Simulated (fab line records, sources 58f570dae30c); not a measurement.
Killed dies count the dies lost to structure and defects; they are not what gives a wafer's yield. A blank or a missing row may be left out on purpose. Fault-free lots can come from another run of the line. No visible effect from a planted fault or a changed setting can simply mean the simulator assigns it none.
Which tool did it?	flow berkeleyCmos170	14 lots, 42 wafers sampled, at 5 steps of a route of 331

== WHAT EACH GAUGE READ, for each wafer ==
UCB170_SACOX_THK_MEAS_02.
lot	measured	on	SACOX_OXIDE_THK (nm)
L805	day 4 17:57	filmMetro-02	13.99 14.38 14.31
L806	day 5 03:19	filmMetro-01	14.84 14.61 14.51
L807	day 5 12:14	filmMetro-02	14.60 14.61 14.35
L810	day 5 23:53	filmMetro-01	14.16 14.29 13.92
L808	day 5 23:53	filmMetro-03	14.02 14.08 14.24
L809	day 5 23:53	filmMetro-02	14.32 14.47 14.26
L811	day 6 05:21	filmMetro-02	14.25 14.31 14.42
L814	day 6 20:46	filmMetro-03	14.40 14.23 14.47
L817	day 7 07:51	filmMetro-02	14.38 14.18 14.22
L818	day 7 07:52	filmMetro-01	14.18 14.29 14.34
L819	day 7 22:55	filmMetro-02	14.45 14.53 14.33
L822	day 8 15:56	filmMetro-03	14.18 14.09 14.30
L823	day 8 15:58	filmMetro-01	14.43 14.25 14.25
L825	day 9 10:34	filmMetro-02	14.12 13.82 13.78

UCB170_SCREENOX_THK_MEAS_02.
lot	measured	on	SCREENOX_OXIDE_THK (nm)
L805	day 4 22:40	filmMetro-01	14.1 14.4 14.3
L806	day 5 08:55	filmMetro-02	14.5 14.0 14.0
L807	day 5 16:30	filmMetro-02	13.7 13.7 13.8
L810	day 6 02:53	filmMetro-04	14.3 14.1 14.5
L808	day 6 02:58	filmMetro-04	14.0 14.1 13.9
L809	day 6 02:56	filmMetro-02	13.6 13.9 13.8
L811	day 6 09:36	filmMetro-02	13.8 14.0 14.1
L814	day 7 02:37	filmMetro-02	14.5 14.4 14.4
L817	day 7 10:52	filmMetro-02	14.4 14.5 14.3
L818	day 7 10:52	filmMetro-01	13.6 13.7 13.8
L819	day 8 03:25	filmMetro-04	14.2 14.1 13.9
L822	day 8 18:57	filmMetro-01	14.3 14.3 14.2
L823	day 8 18:59	filmMetro-04	13.8 13.9 13.9
L825	day 9 15:10	filmMetro-02	13.8 14.0 13.7

UCB170_FIELD_THK_MEAS_91.
lot	measured	on	FIELD_OXIDE_LEFT_2_THK (nm)
L805	day 5 10:59	filmMetro-03	360 353 357
L806	day 5 15:32	filmMetro-02	324 337 337
L807	day 6 03:00	filmMetro-03	348 336 346
L810	day 6 09:15	filmMetro-03	346 346 351
L808	day 6 09:44	filmMetro-02	351 355 343
L809	day 6 09:49	filmMetro-03	337 357 352
L811	day 6 19:22	filmMetro-04	344 360 352
L814	day 7 11:13	filmMetro-04	342 339 348
L817	day 7 19:45	filmMetro-03	333 342 338
L818	day 7 19:42	filmMetro-03	339 336 342
L819	day 8 14:53	filmMetro-02	347 350 358
L822	day 9 01:52	filmMetro-02	365 346 364
L823	day 9 02:51	filmMetro-03	364 355 357
L825	day 10 00:43	filmMetro-04	345 340 342

== EACH LOT AND THE TOOL THAT RAN IT (in order: tool; ch and the chambers of the sampled wafers; start) ==
lot	UCB170_PVT_COAT_01	UCB170_PVT_STRIP_08
L805	lithoTrack-02 ch 0, day 5 09:37	plasmaAsher-01 ch 0,1, day 5 10:46
L806	lithoTrack-03 ch 0, day 5 13:56	plasmaAsher-02 ch 0,1, day 5 15:19
L807	lithoTrack-03 ch 0, day 6 01:13	plasmaAsher-04 ch 0,1, day 6 02:46
L810	lithoTrack-04 ch 0, day 6 07:45	plasmaAsher-04 ch 0,1, day 6 09:02
L808	lithoTrack-02 ch 0, day 6 08:15	plasmaAsher-02 ch 0,1, day 6 09:31
L809	lithoTrack-03 ch 0, day 6 08:17	plasmaAsher-01 ch 0,1, day 6 09:35
L811	lithoTrack-02 ch 0, day 6 18:05	plasmaAsher-04 ch 0,1, day 6 19:08
L814	lithoTrack-03 ch 0, day 7 09:40	plasmaAsher-04 ch 0,1, day 7 10:59
L817	lithoTrack-04 ch 0, day 7 16:10	plasmaAsher-04 ch 0,1, day 7 17:55
L818	lithoTrack-03 ch 0, day 7 16:12	plasmaAsher-02 ch 0,1, day 7 17:38
L819	lithoTrack-02 ch 0, day 8 13:01	plasmaAsher-04 ch 0,1, day 8 14:39
L822	lithoTrack-04 ch 0, day 9 00:14	plasmaAsher-02 ch 0,1, day 9 01:40
L823	lithoTrack-04 ch 0, day 9 01:05	plasmaAsher-01 ch 0,1, day 9 02:38
L825	lithoTrack-02 ch 0, day 9 23:19	plasmaAsher-02 ch 0,1, day 10 00:31
- UCB170_PVT_COAT_01: resist thk 900 nm.
- UCB170_PVT_STRIP_08: strips in O2.

== AS READ BY THE TOOLS THEMSELVES (means over the sampled wafers that have a number; for cases with no such wafer, the mark the record gives instead) ==
UCB170_PVT_COAT_01.
lot	tool	exhaustPa (Pa)	spinSpeedRpm (rpm)
L805	lithoTrack-02	45.8	1499.9
L806	lithoTrack-03	45.6	1500.8
L807	lithoTrack-03	44.5	1499.3
L810	lithoTrack-04	43.2	1500.2
L808	lithoTrack-02	46.0	1499.7
L809	lithoTrack-03	44.9	1499.6
L811	lithoTrack-02	45.5	1500.2
L814	lithoTrack-03	45.0	1639.1
L817	lithoTrack-04	44.8	1500.0
L818	lithoTrack-03	44.8	1641.0
L819	lithoTrack-02	45.5	1501.8
L822	lithoTrack-04	44.6	1498.5
L823	lithoTrack-04	43.6	1500.5
L825	lithoTrack-02	43.6	1500.6

UCB170_PVT_STRIP_08.
lot	tool	drypumpMotorCurrentA (A)	o2FlowSccm (sccm)	oesProductAu (a.u.)	stripTimeToEndpointS (s)
L805	plasmaAsher-01	6.1	400.4	0.738	21.67
L806	plasmaAsher-02	5.8	400.0	0.736	21.57
L807	plasmaAsher-04	6.1	400.8	0.733	21.67
L810	plasmaAsher-04	6.4	399.8	0.735	21.58
L808	plasmaAsher-02	5.7	400.7	0.739	21.64
L809	plasmaAsher-01	6.1	401.0	0.735	21.71
L811	plasmaAsher-04	6.4	399.2	0.735	21.70
L814	plasmaAsher-04	6.4	399.8	0.735	20.69
L817	plasmaAsher-04	6.4	400.8	0.737	21.49
L818	plasmaAsher-02	5.7	399.7	0.731	20.73
L819	plasmaAsher-04	6.1	400.5	0.736	21.61
L822	plasmaAsher-02	5.7	398.1	0.739	21.71
L823	plasmaAsher-01	5.7	400.4	0.734	21.67
L825	plasmaAsher-02	5.7	399.8	0.737	21.72

== THE ANSWER, worked out from the rows above alone ==
Rule: usual is defined by the lots themselves. Put in order of their means at a reading, lots are off if they are a third of the lots or fewer, leave a main group of 4 or more, and stand apart from it by a gap of 3 or more times the standard deviation of the main group's means; of several such gaps the widest counts. The tables above print the reading to a certain number of digits; a main group whose means all agree to those digits is not used. Also off: a lot with no number at a reading for which 4 or more lots have one. Any other lot the step has rows for is counted as sound. The gauges are gone through in route order, then the tools' own readings, and for those a lot's mean is taken as printed above. At the first step where some lot is off, the reading lying furthest off is the one used; lots without a number count as furthest.
Off at UCB170_PVT_COAT_01 (spinSpeedRpm): L814, L818. Main group: mean 1500.1 rpm, sd 0.79.
If a tool, at that step or one of the process steps before it, ran each lot that is off and ran no sound lot following the first of them, it fits. One fits: UCB170_PVT_COAT_01 on lithoTrack-03. A fault onset in the window from L809 (day 6 08:17, its last sound lot) to L814 (day 7 09:40, its first lot off) fits.
The tool's own readings at UCB170_PVT_COAT_01 bear it out: on the lots that are off they differ by more than 5 times the standard deviation of the sound lots' means. spinSpeedRpm reads 1640.0 rpm there against 1500.1 rpm on the sound lots.

== WHAT WAS PUT IN BY THE SIMULATOR ==
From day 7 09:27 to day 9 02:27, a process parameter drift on lithoTrack-03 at UCB170_PVT_COAT_01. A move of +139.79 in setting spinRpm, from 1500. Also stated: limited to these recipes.
Lots struck among those shown: L814, L818. The rule given above showed the same thing.
